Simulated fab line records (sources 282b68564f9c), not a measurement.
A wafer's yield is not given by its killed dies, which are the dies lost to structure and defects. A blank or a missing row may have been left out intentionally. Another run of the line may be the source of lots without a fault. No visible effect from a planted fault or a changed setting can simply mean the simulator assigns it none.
fab line records	flow ritCmos
[record] lots = 15	wafers = 45	lastDay = 7
route steps=202 shown SILICIDE@164 CONTACT@180 M1@193
lots with no fault: from the same line, run without faults
startH: hours from the record's first day to the start of the lot's first wafer shown	waitH: hours since the lot's step before	" unchanged from the row above	L1.1+2: a single row standing in for several wafers	- no value present, or no start provided	* or withheld: withheld	< > ~ a bound
route shown NAME@n: a module of which the file shows steps, and the number in the route of the first	usual: mean and standard deviation over wafers with no fault	same: alike in all rows	chamber/n: place in a boat	sites: the reading at each site	_std_site: standard deviation of those values	_edge_site: the outer-site mean with the inner-site mean subtracted	radiusMm: for every site, how far away it sits from the centre of the wafer	mask NAME#n: copy n	behind: the tool/chamber that last shaped the wafer	hold: the reason the lot was held/the length of the hold in hours/how it ended	device: transistor that didn't switch, given as n, p or np	end of line: tests run on the same wafers once the route is complete	a step without rows: its recipe alone	killed: dies lost to structure and defects at the first sort, not the wafer's yield	map: shows each die of a wafer: x if killed, . if not, _ if none is there
set.NAME: the setting that was run; set.NAME@STEP: the one run at that earlier step	model.NAME: the simulator's own value behind a step, which no gauge read
one table for each step of the route and one row for each wafer, over a sample of lots
services: the hour from which a tool's chamber was out of use, counted from the record's first day as startH (under 0 if before that day), plus the number of hours and why
[[steps]]
[step RIT_SILICIDE_THK_MEAS_03]
[recipe] thkMeasGauge = xrf	reads = Ti_of_SILICIDE_SPUTTER_01
[usual] SILICIDE_TI_THK = 31.0/0.35
lot.wafer	tool	chamber	startH	waitH	SILICIDE_TI_THK[nm]
L841.2	filmMetro-01	-	53.71	0.1	31.3
L841.3	"	-	"	"	31.5
L841.6	"	-	"	"	31.0
L844.2	filmMetro-01	-	70.51	0.1	30.9
L844.3	"	-	"	"	30.7
L844.5	"	-	"	"	30.8
L843.1	filmMetro-03	-	70.86	0.1	30.6
L843.2	"	-	"	"	30.6
L843.3	"	-	"	"	30.6
L846.3	filmMetro-04	-	76.64	0.1	30.5
L846.4	"	-	"	"	30.9
L846.6	"	-	"	"	30.6
L847.3	filmMetro-01	-	88.73	0.1	31.0
L847.4	"	-	"	"	31.1
L847.6	"	-	"	"	31.3
L849.1	filmMetro-01	-	94.46	0.1	31.3
L849.4	"	-	"	"	31.1
L849.6	"	-	"	"	31.1
L850.4	filmMetro-01	-	100.30	0.1	31.2
L850.5	"	-	"	"	30.9
L850.6	"	-	"	"	31.6
L852.1	filmMetro-03	-	109.26	0.1	31.3
L852.2	"	-	"	"	31.0
L852.5	"	-	"	"	31.6
L853.1	filmMetro-03	-	112.49	0.1	31.0
L853.2	"	-	"	"	30.8
L853.6	"	-	"	"	30.8
L854.3	filmMetro-01	-	118.23	0.1	31.5
L854.4	"	-	"	"	31.3
L854.6	"	-	"	"	31.4
L855.3	filmMetro-01	-	120.84	0.1	30.8
L855.5	"	-	"	"	30.6
L855.6	"	-	"	"	30.7
L856.2	filmMetro-01	-	125.55	0.1	30.9
L856.3	"	-	"	"	30.6
L856.6	"	-	"	"	31.0
L861.3	filmMetro-01	-	151.08	0.1	30.9
L861.5	"	-	"	"	30.9
L861.6	"	-	"	"	31.1
L863.1	filmMetro-03	-	161.62	0.1	31.2
L863.3	"	-	"	"	31.0
L863.6	"	-	"	"	31.7
L864.2	filmMetro-01	-	165.32	0.1	30.6
L864.3	"	-	"	"	30.5
L864.4	"	-	"	"	30.6
[step RIT_CONTACT_STRIP_12]
[recipe] chemistry = O2	timeS = 180	resist = NOVOLAK	platenTempC = withheld	powerW = 500	pressureMtorr = 4000	o2FlowSccm = 4000
[usual] drypumpMotorCurrentA = 5.6/0.34	runLengthS = 208.2/0.4
lot.wafer	tool	chamber	startH	waitH	drypumpMotorCurrentA	rfHoursCounterH	runLengthS
L841.2	plasmaAsher-02	1	55.53	0.1	4.9	38	208.7
L841.3	"	0	"	"	5.9	-	207.6
L841.6	"	0	"	"	5.9	-	207.4
L844.2	plasmaAsher-02	0	72.43	0.1	5.9	40	207.4
L844.3	"	1	"	"	4.9	-	208.9
L844.5	"	1	"	"	4.9	-	208.7
L843.1	plasmaAsher-04	0	72.80	0.1	5.6	44	207.6
L843.2	"	1	"	"	5.2	44	208.1
L843.3	"	1	"	"	5.2	-	208.2
L846.3	plasmaAsher-04	1	78.62	0.2	5.2	-	208.1
L846.4	"	0	"	"	5.6	-	207.9
L846.6	"	1	"	"	5.2	-	208.6
L847.3	plasmaAsher-01	1	90.58	0.2	5.6	-	208.7
L847.4	"	0	"	"	5.9	-	209.0
L847.6	"	0	"	"	5.9	-	208.3
L849.1	plasmaAsher-01	0	96.40	0.1	5.9	47	208.6
L849.4	"	0	"	"	5.9	-	208.4
L849.6	"	1	"	"	5.6	-	208.1
L850.4	plasmaAsher-04	1	102.15	0.2	5.2	-	208.4
L850.5	"	0	"	"	5.6	-	207.7
L850.6	"	1	"	"	5.2	-	208.0
L852.1	plasmaAsher-02	1	111.31	0.2	4.9	45	208.5
L852.2	"	0	"	"	5.9	45	207.5
L852.5	"	1	"	"	4.9	-	208.7
L853.1	plasmaAsher-01	1	114.81	0.1	5.6	49	208.2
L853.2	"	0	"	"	5.9	49	208.7
L853.6	"	1	"	"	5.6	-	207.8
L854.3	plasmaAsher-01	0	120.34	0.2	5.9	-	208.2
L854.4	"	1	"	"	5.6	-	207.8
L854.6	"	0	"	"	5.9	-	208.5
L855.3	plasmaAsher-02	1	122.82	0.2	4.9	-	208.2
L855.5	"	1	"	"	4.9	-	208.5
L855.6	"	0	"	"	5.9	-	207.6
L856.2	plasmaAsher-01	0	127.48	0.1	5.9	50	208.5
L856.3	"	1	"	"	5.6	-	207.9
L856.6	"	1	"	"	5.5	-	207.8
L861.3	plasmaAsher-04	0	153.18	0.2	5.6	-	207.9
L861.5	"	1	"	"	5.2	-	208.0
L861.6	"	0	"	"	5.6	-	207.7
L863.1	plasmaAsher-02	0	163.61	0.1	5.9	51	207.9
L863.3	"	0	"	"	5.8	-	207.8
L863.6	"	1	"	"	5.0	-	208.5
L864.2	plasmaAsher-02	0	167.31	0.1	5.8	51	208.0
L864.3	"	0	"	"	5.9	-	208.1
L864.4	"	1	"	"	4.9	-	208.3
[step RIT_M1_CD_MEAS_09]
[recipe] targetCdNm = 2600
[usual] cdNm = 2600.0/2.2
lot.wafer	tool	chamber	startH	waitH	cdNm
L841.2	cdSem-01	-	57.82	-	2601.3
L841.3	"	-	"	"	2601.5
L841.6	"	-	"	"	2599.5
L844.2	cdSem-01	-	74.69	-	2600.2
L844.3	"	-	"	"	2596.3
L844.5	"	-	"	"	2598.5
L843.1	cdSem-02	-	74.98	-	2600.8
L843.2	"	-	"	"	2600.8
L843.3	"	-	"	"	2603.3
L846.3	cdSem-02	-	80.74	-	2602.2
L846.4	"	-	"	"	2600.9
L846.6	"	-	"	"	2602.4
L847.3	cdSem-02	-	92.77	-	2602.7
L847.4	"	-	"	"	2602.1
L847.6	"	-	"	"	2600.2
L849.1	cdSem-02	-	98.40	-	2602.6
L849.4	"	-	"	"	2602.9
L849.6	"	-	"	"	2601.1
L850.4	cdSem-01	-	104.32	-	2596.4
L850.5	"	-	"	"	2597.4
L850.6	"	-	"	"	2600.4
L852.1	cdSem-02	-	113.47	-	2598.5
L852.2	"	-	"	"	2599.0
L852.5	"	-	"	"	2600.3
L853.1	cdSem-02	-	116.88	-	2601.0
L853.2	"	-	"	"	2602.5
L853.6	"	-	"	"	2598.8
L854.3	cdSem-01	-	122.60	-	2601.3
L854.4	"	-	"	"	2598.7
L854.6	"	-	"	"	2600.6
L855.3	cdSem-02	-	124.85	-	2597.8
L855.5	"	-	"	"	2596.6
L855.6	"	-	"	"	2597.8
L856.2	cdSem-01	-	129.69	-	2598.3
L856.3	"	-	"	"	2600.1
L856.6	"	-	"	"	2603.0
L861.3	cdSem-02	-	155.16	-	2599.2
L861.5	"	-	"	"	2600.0
L861.6	"	-	"	"	2602.3
L863.1	cdSem-01	-	165.67	-	2599.3
L863.3	"	-	"	"	2599.7
L863.6	"	-	"	"	2598.4
L864.2	cdSem-01	-	169.47	-	2600.8
L864.3	"	-	"	"	2603.0
L864.4	"	-	"	"	2600.6
[step RIT_M1_STRIP_14]
[recipe] chemistry = O2	timeS = 180	platenTempC = withheld	powerW = 500	pressureMtorr = 4000	o2FlowSccm = 4000
[usual] drypumpMotorCurrentA = 5.6/0.34	runLengthS = 208.3/0.46
lot.wafer	tool	chamber	startH	waitH	drypumpMotorCurrentA	rfHoursCounterH	runLengthS
L841.2	plasmaAsher-01	0	58.80	0.0	5.9	43	208.3
L841.3	"	1	"	"	5.6	-	207.9
L841.6	"	1	"	"	5.6	-	207.7
L844.2	plasmaAsher-01	0	75.43	0.0	5.9	45	208.4
L844.3	"	0	"	"	5.9	-	208.8
L844.5	"	1	"	"	5.5	-	207.8
L843.1	plasmaAsher-03	0	75.74	0.0	6.0	27	207.8
L843.2	"	1	"	"	5.0	27	209.2
L843.3	"	0	"	"	6.0	-	208.2
L846.3	plasmaAsher-03	1	81.50	0.1	5.1	-	209.0
L846.4	"	0	"	"	6.1	-	207.8
L846.6	"	0	"	"	6.0	-	207.6
L847.3	plasmaAsher-03	1	93.67	0.1	5.0	-	209.0
L847.4	"	0	"	"	6.0	-	207.6
L847.6	"	1	"	"	5.0	-	209.3
L849.1	plasmaAsher-01	0	99.14	0.0	5.9	47	208.6
L849.4	"	1	"	"	5.5	-	207.8
L849.6	"	0	"	"	5.9	-	208.3
L850.4	plasmaAsher-01	0	105.06	0.1	6.0	-	208.4
L850.5	"	0	"	"	5.9	-	208.3
L850.6	"	1	"	"	5.6	-	208.2
L852.1	plasmaAsher-01	1	114.22	0.0	5.5	49	208.5
L852.2	"	0	"	"	5.9	49	208.3
L852.5	"	1	"	"	5.6	-	208.1
L853.1	plasmaAsher-01	0	117.64	0.0	5.9	49	208.5
L853.2	"	1	"	"	5.6	49	201.1
L853.6	"	1	"	"	5.5	-	201.1
L854.3	plasmaAsher-03	0	123.36	0.1	6.1	-	207.9
L854.4	"	1	"	"	5.1	-	209.0
L854.6	"	1	"	"	5.0	-	208.9
L855.3	plasmaAsher-01	1	125.62	0.1	5.6	-	201.1
L855.5	"	1	"	"	5.6	-	201.4
L855.6	"	0	"	"	5.9	-	208.5
L856.2	plasmaAsher-01	0	130.41	0.0	5.9	51	208.3
L856.3	"	1	"	"	5.5	-	201.0
L856.6	"	0	"	"	5.9	-	208.7
L861.3	plasmaAsher-04	1	155.92	0.1	5.3	-	208.3
L861.5	"	1	"	"	5.3	-	208.0
L861.6	"	0	"	"	5.6	-	208.3
L863.1	plasmaAsher-04	0	166.43	0.0	5.6	5	208.0
L863.3	"	0	"	"	5.6	-	207.9
L863.6	"	0	"	"	5.6	-	207.6
L864.2	plasmaAsher-04	0	170.21	0.0	5.6	5	207.9
L864.3	"	0	"	"	5.6	-	207.7
L864.4	"	1	"	"	5.2	-	208.2
[step RIT_M1_PROBE_99]
[usual] defectLimitedYield = 97.5/1.2	killed_at_M0_to_M3 = 0.0/0.12	killedAtContacts = 0.1/0.29	killedAtFrontEnd = 6/3	killedDies = 7/3.1	killedOpen = 3.2/1.9	killedShort = 3.3/1.9	sort_bin_3_pad_short = 0.1/0.18	sort_bin_5_function = 1.5/0.88	sort_bin_6_memory = 0.9/0.62	sortNPass = 257/3.1	sortYieldPct = 97.5/1.2
[same] grossDies = 264	killed_at_M4_up = 0	killedAtBackSide = 0	killedAtOther = 0
lot.wafer	tool	chamber	startH	waitH	defectLimitedYield[%]	killed_at_M0_to_M3	killedAtContacts	killedAtFrontEnd	killedDies	killedOpen	killedShort	sort_bin_3_pad_short[%]	sort_bin_5_function[%]	sort_bin_6_memory[%]	sortNPass	sortYieldPct[%]
L841.2	prober-01	-	60.99	0.1	97.7	0	1	5	6	3	3	0	2.3	0	258	97.7
L841.3	prober-01	-	61.04	0.2	98.9	0	0	3	3	2	1	0	0.4	0.8	261	98.9
L841.6	prober-01	-	61.19	0.2	97.7	0	0	6	6	3	3	0	1.5	0.8	258	97.7
L844.2	prober-01	-	77.40	0.1	97.0	1	0	7	8	3	4	0	1.9	1.1	256	97.0
L844.3	prober-01	-	77.45	0.2	97.7	0	0	6	6	2	4	0	1.5	0.8	258	97.7
L844.5	prober-01	-	77.55	0.2	96.2	0	0	10	10	3	7	0.4	3.0	0.4	254	96.2
L843.1	prober-02	-	78.85	0.1	97.0	0	0	8	8	0	8	0	1.5	1.5	256	97.0
L843.2	prober-02	-	78.90	0.1	97.7	0	0	6	6	4	2	0	0.8	1.5	258	97.7
L843.3	prober-02	-	78.95	0.2	98.1	0	0	5	5	4	1	0	1.1	0.8	259	98.1
L846.3	prober-02	-	84.83	0.2	97.7	0	0	6	6	3	3	0	1.5	0.8	258	97.7
L846.4	prober-02	-	84.88	0.2	98.5	0	0	4	4	0	4	0.4	0.4	0.8	260	98.5
L846.6	prober-02	-	84.98	0.2	97.3	0	0	7	7	2	5	0.4	1.5	0.8	257	97.3
L847.3	prober-01	-	95.63	0.2	97.7	0	0	6	6	1	5	0	0.8	1.5	258	97.7
L847.4	prober-01	-	95.68	0.2	98.1	0	0	5	5	2	3	0	1.1	0.8	259	98.1
L847.6	prober-01	-	95.78	0.2	96.6	0	0	9	9	5	4	0	2.3	1.1	255	96.6
L849.1	prober-02	-	101.11	0.1	97.7	0	0	6	6	3	3	0	1.9	0.4	258	97.7
L849.4	prober-02	-	101.26	0.2	99.2	0	0	2	2	2	0	0	0.4	0.4	262	99.2
L849.6	prober-02	-	101.36	0.2	98.5	0	0	4	4	2	2	0	0.8	0.8	260	98.5
L850.4	prober-01	-	107.07	0.2	98.9	0	0	3	3	2	1	0	0.8	0.4	261	98.9
L850.5	prober-01	-	107.12	0.2	97.7	0	0	6	6	2	4	0	1.5	0.8	258	97.7
L850.6	prober-01	-	107.17	0.2	98.1	0	0	5	5	3	2	0	1.1	0.8	259	98.1
L852.1	prober-01	-	116.13	0.1	97.7	0	0	6	6	4	2	0.4	1.5	0.4	258	97.7
L852.2	prober-01	-	116.18	0.1	97.0	0	0	8	8	4	4	0.4	1.1	1.5	256	97.0
L852.5	prober-01	-	116.33	0.2	95.5	0	0	12	12	7	5	0.4	2.7	1.5	252	95.5
L853.1	prober-02	-	120.07	0.1	96.6	0	0	9	9	6	3	0	3.0	0.4	255	96.6
L853.2	prober-02	-	120.12	0.1	97.7	0	0	6	6	4	2	0	1.9	0.4	258	97.7
L853.6	prober-02	-	120.32	0.2	95.8	0	0	11	11	7	4	0	2.7	1.5	253	95.8
L854.3	prober-01	-	125.76	0.2	96.2	0	0	10	10	4	6	0	2.3	1.5	254	96.2
L854.4	prober-01	-	125.81	0.2	95.5	0	2	10	12	4	7	0	3.0	1.5	252	95.5
L854.6	prober-01	-	125.91	0.2	99.6	0	0	1	1	0	1	0	0	0.4	263	99.6
L855.3	prober-02	-	127.57	0.2	98.9	0	0	3	3	1	2	0.4	0.8	0	261	98.9
L855.5	prober-02	-	127.67	0.2	98.1	0	0	5	5	4	1	0	1.9	0	259	98.1
L855.6	prober-02	-	127.72	0.2	99.2	0	0	2	2	2	0	0	0	0.8	262	99.2
L856.2	prober-01	-	133.61	0.1	97.0	0	0	8	8	4	4	0	2.3	0.8	256	97.0
L856.3	prober-01	-	133.66	0.2	96.2	0	0	10	10	6	4	0	3.0	0.8	254	96.2
L856.6	prober-01	-	133.81	0.2	97.7	0	0	6	6	2	4	0	1.5	0.8	258	97.7
L861.3	prober-02	-	157.88	0.2	96.2	0	0	10	10	5	5	0	2.3	1.5	254	96.2
L861.5	prober-02	-	157.98	0.2	98.5	0	0	4	4	2	2	0	0.4	1.1	260	98.5
L861.6	prober-02	-	158.03	0.2	98.5	0	0	4	4	2	2	0.4	1.1	0	260	98.5
L863.1	prober-01	-	168.67	0.1	98.5	0	0	4	4	1	3	0	1.1	0.4	260	98.5
L863.3	prober-01	-	168.77	0.2	99.6	0	0	1	1	1	0	0	0.4	0	263	99.6
L863.6	prober-01	-	168.92	0.2	100.0	0	0	0	0	0	0	0	0	0	264	100.0
L864.2	prober-02	-	172.17	0.1	97.7	0	0	6	6	3	3	0	1.9	0.4	258	97.7
L864.3	prober-02	-	172.22	0.2	96.6	0	0	9	9	3	6	0.8	0.8	1.9	255	96.6
L864.4	prober-02	-	172.27	0.2	98.9	0	0	3	3	2	1	0	0.4	0.8	261	98.9
// killed by level:class
L841.2 GATE:geometricParticle:short=2 GATE:geometricParticle:open=2 SPACER:geometricParticle:open=1 CONTACT:geometricParticle:short=1
L841.3 SPACER:geometricParticle:open=2 GATE:geometricParticle:short=1
L841.6 GATE:geometricParticle:open=3 FOX2:geometricParticle:short=1 GATE:geometricParticle:short=1 SPACER:geometricParticle:short=1
L844.2 REOX:geometricParticle:short=2 FOX2:geometricParticle:short=1 GATE:geometricParticle:short=1 GATE:geometricParticle:open=1 REOX:geometricParticle:open=1 SPACER:geometricParticle:open=1 M1:coatMicrobubblePrinted=1
L844.3 FOX1:geometricParticle:short=3 FOX2:geometricParticle:open=1 GATE:geometricParticle:short=1 REOX:geometricParticle:open=1
L844.5 FOX1:geometricParticle:short=4 FOX1:geometricParticle:open=2 SPACER:geometricParticle:short=2 GATE:geometricParticle:short=1 SILICIDE:geometricParticle:open=1
L843.1 GATE:geometricParticle:short=3 SILICIDE:geometricParticle:short=3 FOX1:geometricParticle:short=1 REOX:geometricParticle:short=1
L843.2 REOX:geometricParticle:short=2 REOX:geometricParticle:open=2 FOX1:geometricParticle:open=1 SPACER:geometricParticle:open=1
L843.3 FOX2:geometricParticle:open=1 GATE:geometricParticle:open=1 REOX:geometricParticle:open=1 SILICIDE:geometricParticle:short=1 SILICIDE:geometricParticle:open=1
L846.3 GATE:geometricParticle:open=2 SPACER:geometricParticle:short=2 REOX:geometricParticle:short=1 SILICIDE:geometricParticle:open=1
L846.4 GATE:geometricParticle:short=1 REOX:geometricParticle:short=1 SPACER:geometricParticle:short=1 SILICIDE:geometricParticle:short=1
L846.6 GATE:geometricParticle:short=2 GATE:geometricParticle:open=1 REOX:geometricParticle:short=1 SPACER:geometricParticle:short=1 SPACER:geometricParticle:open=1 SILICIDE:geometricParticle:short=1
L847.3 GATE:geometricParticle:short=3 REOX:geometricParticle:open=1 REOX:geometricParticle:short=1 SILICIDE:geometricParticle:short=1
L847.4 FOX2:geometricParticle:open=1 FOX2:geometricParticle:short=1 GATE:geometricParticle:open=1 GATE:geometricParticle:short=1 SPACER:geometricParticle:short=1
L847.6 FOX2:geometricParticle:open=2 GATE:geometricParticle:open=2 GATE:geometricParticle:short=2 FOX1:geometricParticle:short=1 FOX1:geometricParticle:open=1 REOX:geometricParticle:short=1
L849.1 FOX1:geometricParticle:open=2 FOX1:geometricParticle:short=1 GATE:geometricParticle:short=1 SPACER:geometricParticle:short=1 SILICIDE:geometricParticle:open=1
L849.4 FOX1:geometricParticle:open=1 FOX2:geometricParticle:open=1
L849.6 GATE:geometricParticle:short=2 REOX:geometricParticle:open=1 SPACER:geometricParticle:open=1
L850.4 ACTIVE:geometricParticle:open=1 FOX1:geometricParticle:open=1 REOX:geometricParticle:short=1
L850.5 SILICIDE:geometricParticle:short=3 FOX1:geometricParticle:open=1 REOX:geometricParticle:short=1 SILICIDE:geometricParticle:open=1
L850.6 FOX1:geometricParticle:open=1 GATE:geometricParticle:open=1 GATE:geometricParticle:short=1 SPACER:geometricParticle:short=1 SPACER:geometricParticle:open=1
L852.1 FOX1:geometricParticle:short=2 REOX:geometricParticle:open=2 GATE:geometricParticle:open=1 SILICIDE:geometricParticle:open=1
L852.2 GATE:geometricParticle:short=2 REOX:geometricParticle:short=2 FOX1:geometricParticle:open=1 GATE:geometricParticle:open=1 SILICIDE:geometricParticle:open=1 REOX:geometricParticle:open=1
L852.5 REOX:geometricParticle:short=3 SPACER:geometricParticle:open=3 FOX1:geometricParticle:open=1 GATE:geometricParticle:open=1 GATE:geometricParticle:short=1 REOX:geometricParticle:open=1 SILICIDE:geometricParticle:short=1 SILICIDE:geometricParticle:open=1
L853.1 GATE:geometricParticle:short=2 GATE:geometricParticle:open=2 SILICIDE:geometricParticle:open=2 FOX1:geometricParticle:short=1 FOX2:geometricParticle:open=1 SPACER:geometricParticle:open=1
L853.2 FOX1:geometricParticle:open=2 GATE:geometricParticle:short=2 SPACER:geometricParticle:open=2
L853.6 SPACER:geometricParticle:short=3 SPACER:geometricParticle:open=3 GATE:geometricParticle:open=2 REOX:geometricParticle:open=1 SILICIDE:geometricParticle:open=1 SILICIDE:geometricParticle:short=1
L854.3 FOX1:geometricParticle:short=2 FOX1:geometricParticle:open=2 GATE:geometricParticle:short=2 FOX2:geometricParticle:open=1 SPACER:geometricParticle:open=1 SPACER:geometricParticle:short=1 SILICIDE:geometricParticle:short=1
L854.4 FOX2:geometricParticle:short=2 FOX2:geometricParticle:open=2 REOX:geometricParticle:short=2 FOX1:geometricParticle:short=1 GATE:geometricParticle:short=1 GATE:geometricParticle:open=1 REOX:geometricParticle:open=1 CONTACT:geometricParticle:short=1
L854.6 REOX:geometricParticle:short=1
L855.3 FOX1:geometricParticle:short=1 GATE:geometricParticle:open=1 SILICIDE:geometricParticle:short=1
L855.5 GATE:geometricParticle:open=3 FOX1:geometricParticle:open=1 SPACER:geometricParticle:short=1
L855.6 FOX1:geometricParticle:open=1 GATE:geometricParticle:open=1
L856.2 GATE:geometricParticle:open=3 FOX1:geometricParticle:short=2 FOX1:geometricParticle:open=1 FOX2:geometricParticle:short=1 GATE:geometricParticle:short=1
L856.3 GATE:geometricParticle:open=2 SPACER:geometricParticle:short=2 FOX1:geometricParticle:short=1 FOX1:geometricParticle:open=1 FOX2:geometricParticle:open=1 GATE:geometricParticle:short=1 SPACER:geometricParticle:open=1 SILICIDE:geometricParticle:open=1
L856.6 FOX1:geometricParticle:short=4 FOX1:geometricParticle:open=1 SILICIDE:geometricParticle:open=1
L861.3 GATE:geometricParticle:short=3 GATE:geometricParticle:open=2 REOX:geometricParticle:open=2 SPACER:geometricParticle:open=1 SPACER:geometricParticle:short=1 SILICIDE:geometricParticle:short=1
L861.5 SPACER:geometricParticle:open=2 GATE:geometricParticle:short=1 REOX:geometricParticle:short=1
L861.6 FOX1:geometricParticle:open=2 GATE:geometricParticle:short=2
L863.1 GATE:geometricParticle:short=1 SPACER:geometricParticle:short=1 SILICIDE:geometricParticle:open=1 SILICIDE:geometricParticle:short=1
L863.3 SPACER:geometricParticle:open=1
L864.2 REOX:geometricParticle:open=2 FOX1:geometricParticle:short=1 GATE:geometricParticle:open=1 GATE:geometricParticle:short=1 REOX:geometricParticle:short=1
L864.3 GATE:geometricParticle:short=4 SPACER:geometricParticle:open=2 GATE:geometricParticle:open=1 SPACER:geometricParticle:short=1 SILICIDE:geometricParticle:short=1
L864.4 FOX2:geometricParticle:open=1 REOX:geometricParticle:open=1 SPACER:geometricParticle:short=1
[[services]]
tool	chamber	startH	hours	kind
plasmaAsher-04	-	108.75	9.0	pm
plasmaAsher-04	0	108.75	9.0	ventCycle
plasmaAsher-04	1	108.75	9.0	ventCycle
plasmaAsher-04	0	117.75	-	clean
plasmaAsher-04	1	117.75	-	clean
plasmaAsher-01	-	150.73	4.3	repair
[[key]]
[firstSign] step = RIT_M1_STRIP_14	reading = runLengthS	direction = down	sigmas = 15	usual = *	struck = *
effect none on later readings
metAt RIT_M1_STRIP_14
struckLots L853,L855,L856
struckWafers L853.2,L853.6,L855.3,L855.5,L856.3
notActingAt RIT_SILICIDE_THK_MEAS_03,RIT_CONTACT_STRIP_12,RIT_M1_CD_MEAS_09
onsetBetween 114.22 117.64
[fault] kind = processParameterDrift	tool = plasmaAsher-01	chamber = 1	onsetH = 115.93	steps = RIT_M1_STRIP_14	channel = timeS	offset = *	shape = step	endH = 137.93	actsIn = *	stated = *
